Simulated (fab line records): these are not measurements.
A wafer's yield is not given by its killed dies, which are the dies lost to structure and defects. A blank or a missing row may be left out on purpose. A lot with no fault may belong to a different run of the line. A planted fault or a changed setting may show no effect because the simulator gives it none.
Which tool is to blame? / flow berkeley-cmos170 / 15 lots, 45 wafers sampled, at 6 steps of a route of 331

## WHAT THE GAUGES READ, wafer by wafer
UCB170_PWELL_THK_MEAS_06. Usual: PWELL_NITRIDE_THK 220.3 nm, standard deviation 2.
lot=L879; measured=day 2 21:01; on=film-metro-01; PWELL_NITRIDE_THK (nm)=221.0 220.3 221.5; flag=
lot=L881; measured=day 3 11:45; on=film-metro-01; PWELL_NITRIDE_THK (nm)=222.5 220.8 222.7; flag=
lot=L883; measured=day 3 19:20; on=film-metro-04; PWELL_NITRIDE_THK (nm)=219.9 221.5 222.2; flag=
lot=L884; measured=day 4 05:35; on=film-metro-01; PWELL_NITRIDE_THK (nm)=220.9 220.7 221.7; flag=
lot=L885; measured=day 4 09:13; on=film-metro-01; PWELL_NITRIDE_THK (nm)=222.9 223.9 224.4; flag=
lot=L886; measured=day 4 12:31; on=film-metro-03; PWELL_NITRIDE_THK (nm)=220.6 220.2 219.0; flag=
lot=L887; measured=day 4 12:31; on=film-metro-04; PWELL_NITRIDE_THK (nm)=218.6 220.8 219.3; flag=
lot=L888; measured=day 4 19:47; on=film-metro-01; PWELL_NITRIDE_THK (nm)=220.0 219.8 220.1; flag=
lot=L889; measured=day 4 19:47; on=film-metro-03; PWELL_NITRIDE_THK (nm)=220.6 220.5 221.4; flag=
lot=L890; measured=day 5 07:32; on=film-metro-03; PWELL_NITRIDE_THK (nm)=218.9 218.6 218.9; flag=
lot=L891; measured=day 5 07:34; on=film-metro-01; PWELL_NITRIDE_THK (nm)=220.8 222.4 221.1; flag=
lot=L892; measured=day 5 13:47; on=film-metro-03; PWELL_NITRIDE_THK (nm)=217.0 216.1 218.4; flag=
lot=L895; measured=day 6 09:52; on=film-metro-04; PWELL_NITRIDE_THK (nm)=101.1 99.7 100.0; flag=OFF
lot=L898; measured=day 7 04:13; on=film-metro-03; PWELL_NITRIDE_THK (nm)=98.9 97.4 99.2; flag=OFF
lot=L899; measured=day 7 04:14; on=film-metro-04; PWELL_NITRIDE_THK (nm)=98.4 97.4 97.3; flag=OFF

UCB170_M1_CD_MEAS_09 targets a cd of 700 nm. Usual: cd-nm 700.8 nm, standard deviation 1.8.
lot=L879; measured=day 7 09:43; on=cd-sem-02; cd-nm (nm)=701.5 700.7 701.5; flag=
lot=L881; measured=day 7 18:52; on=cd-sem-01; cd-nm (nm)=701.1 700.4 701.0; flag=
lot=L883; measured=day 8 01:40; on=cd-sem-02; cd-nm (nm)=699.6 700.6 700.8; flag=
lot=L884; measured=day 8 03:58; on=cd-sem-01; cd-nm (nm)=703.1 702.1 702.3; flag=
lot=L885; measured=day 8 09:33; on=cd-sem-01; cd-nm (nm)=702.3 701.7 701.7; flag=
lot=L886; measured=day 8 10:02; on=cd-sem-02; cd-nm (nm)=699.7 699.7 699.0; flag=
lot=L887; measured=day 8 11:24; on=cd-sem-01; cd-nm (nm)=700.2 700.0 700.2; flag=
lot=L888; measured=day 9 02:59; on=cd-sem-02; cd-nm (nm)=701.9 702.7 701.2; flag=
lot=L889; measured=day 9 04:49; on=cd-sem-02; cd-nm (nm)=699.7 701.3 701.1; flag=
lot=L890; measured=day 9 22:52; on=cd-sem-02; cd-nm (nm)=704.8 704.9 704.2; flag=
lot=L891; measured=day 9 23:11; on=cd-sem-02; cd-nm (nm)=697.8 697.0 697.2; flag=
lot=L892; measured=day 9 22:35; on=cd-sem-01; cd-nm (nm)=701.9 700.3 701.4; flag=
lot=L895; measured=day 11 09:13; on=cd-sem-02; cd-nm (nm)=701.7 702.0 703.5; flag=
lot=L898; measured=day 11 20:17; on=cd-sem-02; cd-nm (nm)=702.8 702.7 703.0; flag=
lot=L899; measured=day 11 19:08; on=cd-sem-02; cd-nm (nm)=699.8 700.5 698.3; flag=

## WHAT TOOL EACH LOT RAN ON (gives the tool, then ch and the chambers of the sampled wafers, and finally the start)
lot=L879; UCB170_ZERO_ETCH_06=rie-diel-04 ch 0,1,3, day 1 17:29; UCB170_PWELL_CVD_05=lpcvd-01 ch 1, day 2 19:05; UCB170_PWELL_ETCH_14=rie-diel-04 ch 0,1, day 2 22:43; UCB170_GATE_STRIP_16=plasma-asher-04 ch 0,1, day 6 09:31
lot=L881; UCB170_ZERO_ETCH_06=rie-diel-02 ch 0,2, day 2 03:00; UCB170_PWELL_CVD_05=lpcvd-02 ch 1, day 3 08:52; UCB170_PWELL_ETCH_14=rie-diel-03 ch 1,2, day 3 13:16; UCB170_GATE_STRIP_16=plasma-asher-04 ch 0,1, day 6 16:44
lot=L883; UCB170_ZERO_ETCH_06=rie-diel-03 ch 0,2,3, day 2 12:26; UCB170_PWELL_CVD_05=lpcvd-01 ch 0, day 3 17:23; UCB170_PWELL_ETCH_14=rie-diel-04 ch 0,2,3, day 3 20:24; UCB170_GATE_STRIP_16=plasma-asher-02 ch 0,1, day 7 03:22
lot=L884; UCB170_ZERO_ETCH_06=rie-diel-04 ch 0,3, day 3 00:50; UCB170_PWELL_CVD_05=lpcvd-01 ch 0, day 4 03:40; UCB170_PWELL_ETCH_14=rie-diel-03 ch 1,2, day 4 06:35; UCB170_GATE_STRIP_16=plasma-asher-02 ch 1, day 7 02:51
lot=L885; UCB170_ZERO_ETCH_06=rie-diel-03 ch 0,1, day 3 04:29; UCB170_PWELL_CVD_05=lpcvd-01 ch 1, day 4 07:17; UCB170_PWELL_ETCH_14=rie-diel-03 ch 1,2, day 4 10:17; UCB170_GATE_STRIP_16=plasma-asher-03 ch 0,1, day 7 12:59
lot=L886; UCB170_ZERO_ETCH_06=rie-diel-02 ch 1,2,3, day 3 07:44; UCB170_PWELL_CVD_05=lpcvd-01 ch 1, day 4 10:36; UCB170_PWELL_ETCH_14=rie-diel-03 ch 0,1,2, day 4 14:34; UCB170_GATE_STRIP_16=plasma-asher-04 ch 0,1, day 7 12:49
lot=L887; UCB170_ZERO_ETCH_06=rie-diel-02 ch 0,2, day 3 12:31; UCB170_PWELL_CVD_05=lpcvd-01 ch 0, day 4 10:36; UCB170_PWELL_ETCH_14=rie-diel-01 ch 0,2,3, day 4 13:27; UCB170_GATE_STRIP_16=plasma-asher-02 ch 0,1, day 7 12:51
lot=L888; UCB170_ZERO_ETCH_06=rie-diel-04 ch 1,2, day 3 18:36; UCB170_PWELL_CVD_05=lpcvd-01 ch 1, day 4 17:52; UCB170_PWELL_ETCH_14=rie-diel-01 ch 0,3, day 4 21:23; UCB170_GATE_STRIP_16=plasma-asher-04 ch 0, day 8 01:11
lot=L889; UCB170_ZERO_ETCH_06=rie-diel-02 ch 0,3, day 3 18:51; UCB170_PWELL_CVD_05=lpcvd-01 ch 0, day 4 17:52; UCB170_PWELL_ETCH_14=rie-diel-04 ch 0,1,2, day 4 21:58; UCB170_GATE_STRIP_16=plasma-asher-02 ch 0,1, day 8 01:22
lot=L890; UCB170_ZERO_ETCH_06=rie-diel-02 ch 0,3, day 4 03:28; UCB170_PWELL_CVD_05=lpcvd-01 ch 1, day 5 05:37; UCB170_PWELL_ETCH_14=rie-diel-01 ch 1,2, day 5 08:50; UCB170_GATE_STRIP_16=plasma-asher-04 ch 0,1, day 8 23:52
lot=L891; UCB170_ZERO_ETCH_06=rie-diel-03 ch 0,1,3, day 4 05:41; UCB170_PWELL_CVD_05=lpcvd-01 ch 1, day 5 05:37; UCB170_PWELL_ETCH_14=rie-diel-03 ch 0,1, day 5 08:35; UCB170_GATE_STRIP_16=plasma-asher-02 ch 0,1, day 9 00:10
lot=L892; UCB170_ZERO_ETCH_06=rie-diel-02 ch 2,3, day 4 10:51; UCB170_PWELL_CVD_05=lpcvd-02 ch 0, day 5 11:52; UCB170_PWELL_ETCH_14=rie-diel-01 ch 0,1,2, day 5 15:15; UCB170_GATE_STRIP_16=plasma-asher-03 ch 0,1, day 8 23:55
lot=L895; UCB170_ZERO_ETCH_06=rie-diel-03 ch 1,2, day 5 03:50; UCB170_PWELL_CVD_05=lpcvd-01 ch 0, day 6 07:57; UCB170_PWELL_ETCH_14=rie-diel-01 ch 0,1,2, day 6 11:43; UCB170_GATE_STRIP_16=plasma-asher-03 ch 0,1, day 10 08:43
lot=L898; UCB170_ZERO_ETCH_06=rie-diel-03 ch 0,2,3, day 5 21:43; UCB170_PWELL_CVD_05=lpcvd-01 ch 0, day 7 02:17; UCB170_PWELL_ETCH_14=rie-diel-01 ch 1,2,3, day 7 05:34; UCB170_GATE_STRIP_16=plasma-asher-04 ch 0,1, day 10 23:21
lot=L899; UCB170_ZERO_ETCH_06=rie-diel-04 ch 0,1,2, day 5 22:10; UCB170_PWELL_CVD_05=lpcvd-01 ch 1, day 7 02:17; UCB170_PWELL_ETCH_14=rie-diel-04 ch 0,3, day 7 05:23; UCB170_GATE_STRIP_16=plasma-asher-03 ch 0,1, day 10 23:22
- UCB170_ZERO_ETCH_06: etches SiO2 in CHF3/CF4/Ar, time 12 s.
- UCB170_PWELL_CVD_05: deposits Si3N4 from SiH2Cl2/NH3, target thk 220 nm, time 3300 s.
- UCB170_PWELL_ETCH_14: etches Si3N4 in CH3F/Ar/O2, stops on SiO2, target depth 242 nm, time 151 s.
- UCB170_GATE_STRIP_16: strips in O2.

## AS READ BY THE TOOLS THEMSELVES (means over the sampled wafers that have a number; for cases with no such wafer, the mark the record gives instead)
UCB170_ZERO_ETCH_06. Usual: cf4-flow-sccm 10.00 sccm, standard deviation 0.031; drypump-motor-current-A 5.5 A, standard deviation 0.48; oes-product-au 0.613 a.u., standard deviation 0.011; rf-fwd-power-W 491.2 W, standard deviation 2.8; throttle-valve-pct 9.28 %, standard deviation 0.11.
lot=L879; tool=rie-diel-04; cf4-flow-sccm (sccm)=10.01; drypump-motor-current-A (A)=5.7; oes-product-au (a.u.)=0.617; rf-fwd-power-W (W)=488.3; throttle-valve-pct (%)=9.32; flag=
lot=L881; tool=rie-diel-02; cf4-flow-sccm (sccm)=9.99; drypump-motor-current-A (A)=5.2; oes-product-au (a.u.)=0.604; rf-fwd-power-W (W)=492.0; throttle-valve-pct (%)=9.36; flag=
lot=L883; tool=rie-diel-03; cf4-flow-sccm (sccm)=10.00; drypump-motor-current-A (A)=5.5; oes-product-au (a.u.)=0.619; rf-fwd-power-W (W)=493.1; throttle-valve-pct (%)=9.35; flag=
lot=L884; tool=rie-diel-04; cf4-flow-sccm (sccm)=9.98; drypump-motor-current-A (A)=5.9; oes-product-au (a.u.)=0.628; rf-fwd-power-W (W)=487.2; throttle-valve-pct (%)=9.36; flag=
lot=L885; tool=rie-diel-03; cf4-flow-sccm (sccm)=9.98; drypump-motor-current-A (A)=5.2; oes-product-au (a.u.)=0.603; rf-fwd-power-W (W)=491.4; throttle-valve-pct (%)=9.19; flag=
lot=L886; tool=rie-diel-02; cf4-flow-sccm (sccm)=9.99; drypump-motor-current-A (A)=5.6; oes-product-au (a.u.)=0.616; rf-fwd-power-W (W)=491.7; throttle-valve-pct (%)=9.32; flag=
lot=L887; tool=rie-diel-02; cf4-flow-sccm (sccm)=10.03; drypump-motor-current-A (A)=5.3; oes-product-au (a.u.)=0.609; rf-fwd-power-W (W)=491.3; throttle-valve-pct (%)=9.35; flag=
lot=L888; tool=rie-diel-04; cf4-flow-sccm (sccm)=10.01; drypump-motor-current-A (A)=5.4; oes-product-au (a.u.)=0.610; rf-fwd-power-W (W)=492.6; throttle-valve-pct (%)=9.18; flag=
lot=L889; tool=rie-diel-02; cf4-flow-sccm (sccm)=10.01; drypump-motor-current-A (A)=5.9; oes-product-au (a.u.)=0.613; rf-fwd-power-W (W)=489.1; throttle-valve-pct (%)=9.36; flag=
lot=L890; tool=rie-diel-02; cf4-flow-sccm (sccm)=10.03; drypump-motor-current-A (A)=5.4; oes-product-au (a.u.)=0.606; rf-fwd-power-W (W)=489.2; throttle-valve-pct (%)=9.37; flag=
lot=L891; tool=rie-diel-03; cf4-flow-sccm (sccm)=9.98; drypump-motor-current-A (A)=5.3; oes-product-au (a.u.)=0.614; rf-fwd-power-W (W)=492.0; throttle-valve-pct (%)=9.22; flag=
lot=L892; tool=rie-diel-02; cf4-flow-sccm (sccm)=9.99; drypump-motor-current-A (A)=5.8; oes-product-au (a.u.)=0.612; rf-fwd-power-W (W)=493.6; throttle-valve-pct (%)=9.35; flag=
lot=L895; tool=rie-diel-03; cf4-flow-sccm (sccm)=10.00; drypump-motor-current-A (A)=4.9; oes-product-au (a.u.)=0.602; rf-fwd-power-W (W)=493.2; throttle-valve-pct (%)=9.15; flag=
lot=L898; tool=rie-diel-03; cf4-flow-sccm (sccm)=9.97; drypump-motor-current-A (A)=5.4; oes-product-au (a.u.)=0.613; rf-fwd-power-W (W)=492.7; throttle-valve-pct (%)=9.35; flag=
lot=L899; tool=rie-diel-04; cf4-flow-sccm (sccm)=10.03; drypump-motor-current-A (A)=5.7; oes-product-au (a.u.)=0.613; rf-fwd-power-W (W)=491.5; throttle-valve-pct (%)=9.24; flag=

UCB170_PWELL_CVD_05. Usual: pressure-mtorr 199.9 mTorr, standard deviation 0.41; spike-tc-centre-C 802.6 C, standard deviation 1.4; spike-tc-load-C 825.2 C, standard deviation 1.4; spike-tc-source-C 821.6 C, standard deviation 2; susceptor-temp-C 799.9 C, standard deviation 0.32; zone-power-load-pct 23.7 %, standard deviation 2.2.
lot=L879; tool=lpcvd-01; pressure-mtorr (mTorr)=199.9; spike-tc-centre-C (C)=801.8; spike-tc-load-C (C)=826.2; spike-tc-source-C (C)=820.1; susceptor-temp-C (C)=800.2; zone-power-load-pct (%)=24.7; flag=
lot=L881; tool=lpcvd-02; pressure-mtorr (mTorr)=199.6; spike-tc-centre-C (C)=800.9; spike-tc-load-C (C)=826.9; spike-tc-source-C (C)=819.1; susceptor-temp-C (C)=800.2; zone-power-load-pct (%)=18.0; flag=
lot=L883; tool=lpcvd-01; pressure-mtorr (mTorr)=199.7; spike-tc-centre-C (C)=804.6; spike-tc-load-C (C)=824.2; spike-tc-source-C (C)=823.1; susceptor-temp-C (C)=800.0; zone-power-load-pct (%)=24.4; flag=
lot=L884; tool=lpcvd-01; pressure-mtorr (mTorr)=200.0; spike-tc-centre-C (C)=803.3; spike-tc-load-C (C)=823.2; spike-tc-source-C (C)=824.3; susceptor-temp-C (C)=799.9; zone-power-load-pct (%)=24.7; flag=
lot=L885; tool=lpcvd-01; pressure-mtorr (mTorr)=200.4; spike-tc-centre-C (C)=802.1; spike-tc-load-C (C)=825.9; spike-tc-source-C (C)=820.1; susceptor-temp-C (C)=800.2; zone-power-load-pct (%)=25.1; flag=
lot=L886; tool=lpcvd-01; pressure-mtorr (mTorr)=200.2; spike-tc-centre-C (C)=803.2; spike-tc-load-C (C)=826.0; spike-tc-source-C (C)=819.8; susceptor-temp-C (C)=799.8; zone-power-load-pct (%)=24.9; flag=
lot=L887; tool=lpcvd-01; pressure-mtorr (mTorr)=199.9; spike-tc-centre-C (C)=804.2; spike-tc-load-C (C)=824.1; spike-tc-source-C (C)=823.1; susceptor-temp-C (C)=799.6; zone-power-load-pct (%)=24.5; flag=
lot=L888; tool=lpcvd-01; pressure-mtorr (mTorr)=199.7; spike-tc-centre-C (C)=802.1; spike-tc-load-C (C)=825.4; spike-tc-source-C (C)=821.0; susceptor-temp-C (C)=800.1; zone-power-load-pct (%)=24.9; flag=
lot=L889; tool=lpcvd-01; pressure-mtorr (mTorr)=199.6; spike-tc-centre-C (C)=804.0; spike-tc-load-C (C)=824.4; spike-tc-source-C (C)=823.9; susceptor-temp-C (C)=799.5; zone-power-load-pct (%)=24.3; flag=
lot=L890; tool=lpcvd-01; pressure-mtorr (mTorr)=200.1; spike-tc-centre-C (C)=801.4; spike-tc-load-C (C)=826.0; spike-tc-source-C (C)=820.6; susceptor-temp-C (C)=799.9; zone-power-load-pct (%)=25.0; flag=
lot=L891; tool=lpcvd-01; pressure-mtorr (mTorr)=200.5; spike-tc-centre-C (C)=801.5; spike-tc-load-C (C)=826.7; spike-tc-source-C (C)=820.1; susceptor-temp-C (C)=799.9; zone-power-load-pct (%)=24.9; flag=
lot=L892; tool=lpcvd-02; pressure-mtorr (mTorr)=199.8; spike-tc-centre-C (C)=802.2; spike-tc-load-C (C)=825.5; spike-tc-source-C (C)=821.9; susceptor-temp-C (C)=800.1; zone-power-load-pct (%)=20.9; flag=
lot=L895; tool=lpcvd-01; pressure-mtorr (mTorr)=199.7; spike-tc-centre-C (C)=761.9; spike-tc-load-C (C)=779.9; spike-tc-source-C (C)=780.7; susceptor-temp-C (C)=757.2; zone-power-load-pct (%)=22.1; flag=OFF
lot=L898; tool=lpcvd-01; pressure-mtorr (mTorr)=199.5; spike-tc-centre-C (C)=761.3; spike-tc-load-C (C)=781.1; spike-tc-source-C (C)=780.6; susceptor-temp-C (C)=757.5; zone-power-load-pct (%)=22.1; flag=OFF
lot=L899; tool=lpcvd-01; pressure-mtorr (mTorr)=200.3; spike-tc-centre-C (C)=759.2; spike-tc-load-C (C)=782.5; spike-tc-source-C (C)=777.2; susceptor-temp-C (C)=757.4; zone-power-load-pct (%)=22.5; flag=OFF

UCB170_PWELL_ETCH_14. Usual: drypump-motor-current-A 5.4 A, standard deviation 0.42; oes-product-au 0.940 a.u., standard deviation 0.016; rf-fwd-power-W 448.4 W, standard deviation 1.4; throttle-valve-pct 8.05 %, standard deviation 0.11.
lot=L879; tool=rie-diel-04; drypump-motor-current-A (A)=5.6; oes-product-au (a.u.)=0.938; rf-fwd-power-W (W)=446.7; throttle-valve-pct (%)=8.11; flag=
lot=L881; tool=rie-diel-03; drypump-motor-current-A (A)=5.1; oes-product-au (a.u.)=0.943; rf-fwd-power-W (W)=449.0; throttle-valve-pct (%)=8.09; flag=
lot=L883; tool=rie-diel-04; drypump-motor-current-A (A)=6.0; oes-product-au (a.u.)=0.950; rf-fwd-power-W (W)=448.1; throttle-valve-pct (%)=8.10; flag=
lot=L884; tool=rie-diel-03; drypump-motor-current-A (A)=5.1; oes-product-au (a.u.)=0.938; rf-fwd-power-W (W)=449.2; throttle-valve-pct (%)=8.09; flag=
lot=L885; tool=rie-diel-03; drypump-motor-current-A (A)=5.1; oes-product-au (a.u.)=0.942; rf-fwd-power-W (W)=449.3; throttle-valve-pct (%)=8.09; flag=
lot=L886; tool=rie-diel-03; drypump-motor-current-A (A)=5.1; oes-product-au (a.u.)=0.926; rf-fwd-power-W (W)=448.6; throttle-valve-pct (%)=8.05; flag=
lot=L887; tool=rie-diel-01; drypump-motor-current-A (A)=5.6; oes-product-au (a.u.)=0.946; rf-fwd-power-W (W)=449.7; throttle-valve-pct (%)=8.00; flag=
lot=L888; tool=rie-diel-01; drypump-motor-current-A (A)=5.5; oes-product-au (a.u.)=0.939; rf-fwd-power-W (W)=448.5; throttle-valve-pct (%)=8.04; flag=
lot=L889; tool=rie-diel-04; drypump-motor-current-A (A)=5.7; oes-product-au (a.u.)=0.934; rf-fwd-power-W (W)=448.3; throttle-valve-pct (%)=8.06; flag=
lot=L890; tool=rie-diel-01; drypump-motor-current-A (A)=5.2; oes-product-au (a.u.)=0.946; rf-fwd-power-W (W)=447.8; throttle-valve-pct (%)=8.02; flag=
lot=L891; tool=rie-diel-03; drypump-motor-current-A (A)=4.9; oes-product-au (a.u.)=0.922; rf-fwd-power-W (W)=448.2; throttle-valve-pct (%)=7.93; flag=
lot=L892; tool=rie-diel-01; drypump-motor-current-A (A)=5.5; oes-product-au (a.u.)=0.936; rf-fwd-power-W (W)=449.3; throttle-valve-pct (%)=8.00; flag=
lot=L895; tool=rie-diel-01; drypump-motor-current-A (A)=5.5; oes-product-au (a.u.)=0.638; rf-fwd-power-W (W)=448.6; throttle-valve-pct (%)=7.98; flag=OFF
lot=L898; tool=rie-diel-01; drypump-motor-current-A (A)=5.4; oes-product-au (a.u.)=0.637; rf-fwd-power-W (W)=448.7; throttle-valve-pct (%)=8.00; flag=OFF
lot=L899; tool=rie-diel-04; drypump-motor-current-A (A)=5.9; oes-product-au (a.u.)=0.631; rf-fwd-power-W (W)=446.9; throttle-valve-pct (%)=8.12; flag=OFF

UCB170_GATE_STRIP_16. Usual: drypump-motor-current-A 5.4 A, standard deviation 0.36; oes-product-au 0.724 a.u., standard deviation 0.0043.
lot=L879; tool=plasma-asher-04; drypump-motor-current-A (A)=5.4; oes-product-au (a.u.)=0.725; flag=
lot=L881; tool=plasma-asher-04; drypump-motor-current-A (A)=5.4; oes-product-au (a.u.)=0.726; flag=
lot=L883; tool=plasma-asher-02; drypump-motor-current-A (A)=5.2; oes-product-au (a.u.)=0.720; flag=
lot=L884; tool=plasma-asher-02; drypump-motor-current-A (A)=5.3; oes-product-au (a.u.)=0.723; flag=
lot=L885; tool=plasma-asher-03; drypump-motor-current-A (A)=5.8; oes-product-au (a.u.)=0.720; flag=
lot=L886; tool=plasma-asher-04; drypump-motor-current-A (A)=5.5; oes-product-au (a.u.)=0.727; flag=
lot=L887; tool=plasma-asher-02; drypump-motor-current-A (A)=5.2; oes-product-au (a.u.)=0.728; flag=
lot=L888; tool=plasma-asher-04; drypump-motor-current-A (A)=5.5; oes-product-au (a.u.)=0.724; flag=
lot=L889; tool=plasma-asher-02; drypump-motor-current-A (A)=5.2; oes-product-au (a.u.)=0.725; flag=
lot=L890; tool=plasma-asher-04; drypump-motor-current-A (A)=5.4; oes-product-au (a.u.)=0.723; flag=
lot=L891; tool=plasma-asher-02; drypump-motor-current-A (A)=5.1; oes-product-au (a.u.)=0.720; flag=
lot=L892; tool=plasma-asher-03; drypump-motor-current-A (A)=5.8; oes-product-au (a.u.)=0.723; flag=
lot=L895; tool=plasma-asher-03; drypump-motor-current-A (A)=5.4; oes-product-au (a.u.)=0.725; flag=
lot=L898; tool=plasma-asher-04; drypump-motor-current-A (A)=5.4; oes-product-au (a.u.)=0.727; flag=
lot=L899; tool=plasma-asher-03; drypump-motor-current-A (A)=5.8; oes-product-au (a.u.)=0.723; flag=

## THE ANSWER, worked out from the rows above alone
Rule: a lot is off if the mean of its wafers that have a number lies more than 3 standard deviations from the usual mean. A lot without any number at a reading at which 4 lots or more have one is off too. All remaining lots with rows at the step are treated as sound. Order of review: gauges by route order, followed by the tools' own readings, for which a lot's mean as printed above is used. At the first step where some lot is off, the reading lying furthest off is the one used; lots without a number count as furthest.
Off: at UCB170_PWELL_THK_MEAS_06 (PWELL_NITRIDE_THK), L895, L898, L899.
If a tool, at a process step before that reading, ran all the lots that are off and no sound lot after the first of them, it fits. The gauges at UCB170_PWELL_THK_MEAS_06 aren't tried: what is off there is off at UCB170_PWELL_CVD_05 too, on other tools, and a gauge's error can't cause that. One fits: lpcvd-01 at UCB170_PWELL_CVD_05. A fault onset in the window from L890 (day 5 05:37, its last sound lot) to L895 (day 6 07:57, its first lot off) fits.
The tool's own readings at UCB170_PWELL_CVD_05 bear it out: on the lots that are off they differ by more than 5 times the standard deviation of the sound lots' means. spike-tc-centre-C reads 760.8 C there against 802.6 C on the sound lots; spike-tc-load-C reads 781.2 C there against 825.4 C on the sound lots; spike-tc-source-C reads 779.5 C there against 821.4 C on the sound lots; susceptor-temp-C reads 757.4 C there against 800.0 C on the sound lots.

## WHAT THE SIMULATOR HAD INSERTED
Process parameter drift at UCB170_PWELL_CVD_05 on lpcvd-01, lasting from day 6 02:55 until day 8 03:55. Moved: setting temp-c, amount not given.
Lots struck among those shown: L895, L898, L899. Same finding as the rule above.
